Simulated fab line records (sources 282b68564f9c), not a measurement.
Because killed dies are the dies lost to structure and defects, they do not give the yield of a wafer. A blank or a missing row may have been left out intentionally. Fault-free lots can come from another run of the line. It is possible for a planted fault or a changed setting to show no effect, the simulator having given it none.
Split-lot study    flow ritCmos    5 lots, 23 wafers read, on a route of 202 steps

== ON THE SPLIT ==
At RIT_ACTIVE_OXIDATION_01 (target thk 46.8 nm, ox time 3360 s), the setting oxTimeS was moved away from the recipe's 3360 s on 20 of the 23 wafers read, by -9.8% to +13.2%. All remaining wafers had this setting at the recipe value.

There is no step in the file separating the split from the reading.

== THE READING ==
At RIT_ACTIVE_THK_MEAS_02: ACTIVE_OXIDE_THK, given in nm. On this fab line, fault-free wafers typically give 46.5 nm with a standard deviation of 0.68 nm.

wafer   tool, chamber at the split  oxTimeS as run, s  against the recipe  ACTIVE_OXIDE_THK, nm  against lot-mates on the recipe
L077.2  furnace-02, 0               3360               recipe              45.7                  -
L077.4  furnace-02, 0               3360               recipe              45.3                  -
L077.5  furnace-02, 0               3360               recipe              45.5                  -
L078.1  -, -                        3803               +13.2%              50.4                  no lot-mate on the recipe
L078.3  -, -                        3803               +13.2%              49.8                  no lot-mate on the recipe
L078.4  -, -                        3803               +13.2%              49.9                  no lot-mate on the recipe
L078.5  -, -                        3803               +13.2%              50.5                  no lot-mate on the recipe
L078.6  -, -                        3803               +13.2%              49.9                  no lot-mate on the recipe
L079.1  -, -                        3520               +4.8%               47.6                  no lot-mate on the recipe
L079.2  -, -                        3520               +4.8%               47.7                  no lot-mate on the recipe
L079.3  -, -                        3520               +4.8%               47.7                  no lot-mate on the recipe
L079.5  -, -                        3520               +4.8%               48.1                  no lot-mate on the recipe
L079.6  -, -                        3520               +4.8%               47.5                  no lot-mate on the recipe
L080.1  -, -                        3534               +5.2%               46.7                  no lot-mate on the recipe
L080.2  -, -                        3534               +5.2%               47.6                  no lot-mate on the recipe
L080.3  -, -                        3534               +5.2%               47.5                  no lot-mate on the recipe
L080.5  -, -                        3534               +5.2%               47.2                  no lot-mate on the recipe
L080.6  -, -                        3534               +5.2%               47.1                  no lot-mate on the recipe
L084.1  -, -                        3030               -9.8%               44.1                  no lot-mate on the recipe
L084.2  -, -                        3030               -9.8%               44.0                  no lot-mate on the recipe
L084.3  -, -                        3030               -9.8%               45.0                  no lot-mate on the recipe
L084.4  -, -                        3030               -9.8%               44.2                  no lot-mate on the recipe
L084.5  -, -                        3030               -9.8%               44.2                  no lot-mate on the recipe

THE FIT
A straight line over all 23 wafers: ACTIVE_OXIDE_THK changes by +0.251 nm for each +1% of oxTimeS; r = +0.96; the points scatter about the line by 0.57 nm.
Too few moved wafers with a lot-mate on the recipe to fit a line net of each lot's own level.

== THE WHOLE CHAIN: every reading that the file lists as answering this split, in the file's order ==
step                     what it does                        reading                                                                             change (the file's fit)                r (the file's)
RIT_ACTIVE_OXIDATION_01  target thk 46.8 nm, ox time 3360 s  SiO2_of_ACTIVE_OXIDATION_01.thkNm (the simulator's own value, which no gauge read)  +0.251 nm for each +1% of the setting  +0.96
RIT_ACTIVE_THK_MEAS_02                                       ACTIVE_OXIDE_THK                                                                    +0.252 for each +1% of the setting     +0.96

== THE FILE'S OWN FIT ==
ACTIVE_OXIDE_THK changes by +0.252 nm for each +1% of oxTimeS, r = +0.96.
